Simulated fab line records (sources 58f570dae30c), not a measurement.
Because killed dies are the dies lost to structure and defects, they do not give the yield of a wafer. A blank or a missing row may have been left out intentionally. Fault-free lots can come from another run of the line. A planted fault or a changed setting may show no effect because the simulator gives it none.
Which of the tools did it?	flow berkeley cmos170	Sampling: 7 lots, 21 wafers, 2 of 331 route steps

## WHAT EACH GAUGE READ, for each wafer
UCB170_GATE_CD_MEAS_90: target cd 350 nm.
lot	measured	on	cd nm (nm)
L171	day 5 18:56	cd sem-01	348.6 351.6 350.2
L174	day 6 17:51	cd sem-01	350.8 352.9 350.1
L177	day 6 23:07	cd sem-01	350.8 347.9 348.7
L175	day 6 23:22	cd sem-01	351.2 350.3 349.1
L180	day 7 23:01	cd sem-01	350.9 351.8 352.2
L181	day 7 23:18	cd sem-01	352.5 351.9 352.7
L185	day 8 19:17	cd sem-02	- - -

## EACH LOT AND THE TOOL THAT RAN IT (in order: tool; ch and the chambers of the sampled wafers; start)
lot	UCB170_GATE_ETCH_15
L171	rie si-02 ch 0,3, day 5 18:41
L174	rie si-02 ch 0,1,2, day 6 17:39
L177	rie si-02 ch 0,1,3, day 6 22:55
L175	rie si-02 ch 1,2, day 6 23:12
L180	rie si-02 ch 2,3, day 7 22:52
L181	rie si-02 ch 0,2,3, day 7 23:09
L185	rie si-02 ch 0,1,2, day 8 19:07
- UCB170_GATE_ETCH_15: etches poly-Si in HBr/Cl2, stops on SiO2, time 56.3 s, target depth 278.2 nm.

## THE ANSWER, worked out from the rows above alone
Rule: the lots themselves supply what counts as usual. Put in order of their means at a reading, lots are off if they are a third of the lots or fewer, leave a main group of 4 or more, and stand apart from it by a gap of 3 or more times the standard deviation of the main group's means; of several such gaps the widest counts. A main group is skipped when, at the precision printed for the reading in the tables above, its means are all equal. A lot without any number at a reading at which 4 lots or more have one is off too. Any other lot the step has rows for is counted as sound.
Off: L185, at UCB170_GATE_CD_MEAS_90 (cd nm). Without a number there: L185. Mean 350.8 nm and standard deviation 1.1 in the main group.
A tool fits if, at a process step before that reading, it ran every lot that is off, and no sound lot after the first of them. The gauges at UCB170_GATE_CD_MEAS_90 are tried like those tools. 2 tools fit, rie si-02 at UCB170_GATE_ETCH_15 and cd sem-02 at UCB170_GATE_CD_MEAS_90, so this cannot tell which one it is.

## WHAT WAS PUT IN BY THE SIMULATOR
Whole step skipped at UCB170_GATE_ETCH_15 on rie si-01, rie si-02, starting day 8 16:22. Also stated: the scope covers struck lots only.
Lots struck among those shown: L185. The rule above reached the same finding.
